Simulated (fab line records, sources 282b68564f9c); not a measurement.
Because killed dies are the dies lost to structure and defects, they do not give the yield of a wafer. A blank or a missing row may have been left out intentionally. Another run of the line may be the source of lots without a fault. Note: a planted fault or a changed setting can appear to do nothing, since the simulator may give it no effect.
A struck lot beside a sound one -- flow rit_cmos -- 17 steps out of a route of 202
Sound: wafers L742.2, L742.3, L742.6. Wafers L748.1, L748.2, L748.5 were the ones struck. The cause is named last.
For every step that has rows: the tool of each side, followed by ch and its chambers, followed by its first start. Under that, the readings that differ: sound wafers -- struck wafers -- difference of the means -- sigmas: that difference in standard deviations of wafers without a fault.
alike: readings whose means differ by less than 2 such deviations, and words and numbers that are the same on both sides. not compared: withheld readings, readings that some wafer has no value for, bounds like >300 that may hide the same value, and numbers for which the record gives no deviation and whose values overlap.
Wherever a step has rows on one side only, a row that says differs or no value, or a row with sigmas, the two part there. Numbers that have no deviation but don't overlap get no sigmas and don't part them. A reading that every wafer of one side lacks parts them only if that side has two wafers or more.

RIT_NWELL_TW_MEAS_10:
  sound: film_metro-04 at day 4 05:24; struck: film_metro-04 at day 5 18:44
  alike: NWELL_TW
then, 6 steps without rows for these wafers: RIT_PWELL_HMDS_00 (prime time 60 s); RIT_PWELL_COAT_01 (resist thk 1300 nm); RIT_PWELL_SOFTBAKE_02 (time 60 s); RIT_PWELL_EXPOSE_03 (exposes mask M3, target cd 43700 nm); RIT_PWELL_PEB_04; RIT_PWELL_DEVELOP_05 (develop time 68 s).
RIT_PWELL_OVL_MEAS_06:
  sound: overlay-02 at day 4 06:28; struck: overlay-01 at day 5 19:47
  alike: PWELL_OVL
then, 2 steps without rows for these wafers: RIT_PWELL_HARDBAKE_07 (time 120 s); RIT_PWELL_IMPLANT_08.
RIT_PWELL_STRIP_09: strips in O2, time 180 s.
  sound on plasma_asher-02 ch 0,1, day 4 06:54; struck on plasma_asher-01 ch 0,1, day 5 20:14
  alike: drypump_motor_current_A, rf_refl_power_W
  not compared: rf_hours_counter_h
RIT_PWELL_TW_MEAS_10:
  sound: film_metro-02 at day 4 07:05; struck: film_metro-04 at day 5 20:24
  alike: PWELL_TW
RIT_WELLDRIVE_ANNEAL_00: time 14700 s.
  sound on furnace-03 ch 0, day 4 07:08; struck on furnace-03 ch 0, day 5 22:04
reading,sound,struck,difference,sigmas
spike_tc_centre_C (C),1103.1 1102.9 1102.6,1095.8 1095.4 1095.7,-7.2,-5
spike_tc_source_C (C),1125.2 1126.8 1125.4,1119.4 1118.1 1117.7,-7.4,-4
tube_center_temp_C (C),1099.6 1099.9 1099.8,1092.1 1091.9 1092,-7.8,-78
tube_center_temp_C_max,1102.0 1103.2 1102.3,1094.5 1095.2 1095.7,-7.4,-16
  alike: zone_power_load_pct
RIT_WELLDRIVE_RS_MEAS_01: measurement is done with a four-point probe.
  sound: film_metro-02 at day 4 12:14; struck: film_metro-04 at day 6 03:09
reading,sound,struck,difference,sigmas
NWELL_RS (ohm/sq),275.0 274.8 274.7,283.5 283.1 283.7,+8.6,+12
RIT_WELLDRIVE_RS_MEAS_02: measurement is done with a four-point probe.
  sound: film_metro-02 at day 4 12:21; struck: film_metro-04 at day 6 03:16
reading,sound,struck,difference,sigmas
PWELL_RS (ohm/sq),428.4 428.5 429.6,439.4 438.3 438.7,+10.0,+8
then, 1 step without rows for these wafers: RIT_NRETRO_HMDS_00 (prime time 60 s).
RIT_M1_PROBE_99:
  sound: prober-01 at day 6 02:46; struck: prober-02 at day 7 13:14
reading,sound,struck,difference,sigmas
model.etest.nwell_pinched.rs_ohm_sq,338.9 330.8 338.5,355.6 354.5 353.1,+18.3,
model.etest.field_n.vt_v (V),34.67 34.8 34.23,35.97 36.21 36.7,+1.73,
model.etest.field_p_metal.vt_v (V),-29.68 -29.78 -29.89,-28.2 -28.25 -28.27,+1.5,
model.etest.field_p.vt_v (V),-12.77 -12.83 -12.73,-12.11 -12.19 -12.14,+0.63,
model.etest.diode_pplus_comb.cj_ff_um2,1.972 1.968 1.972,2.071 2.072 2.072,+0.101,
model.etest.cap_p_gate.c_min_ff_um2,2.342 2.322 2.341,2.354 2.361 2.359,+0.023,
  alike: killed_at_contacts, killed_at_front_end, killed_dies, killed_open, killed_short
  not compared: model.etest.pwell_pinched.rs_ohm_sq, model.etest.pwell.rs_ohm_sq

== WHERE THEY PART ==
Last at RIT_WELLDRIVE_RS_MEAS_02 as far as this record goes, first at RIT_WELLDRIVE_ANNEAL_00. Later steps at which nothing parts them and some readings are alike: RIT_M1_PROBE_99.

WHY: the cause the simulator had injected
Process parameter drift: furnace-03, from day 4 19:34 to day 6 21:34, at RIT_WELLDRIVE_ANNEAL_00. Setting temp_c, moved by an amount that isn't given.
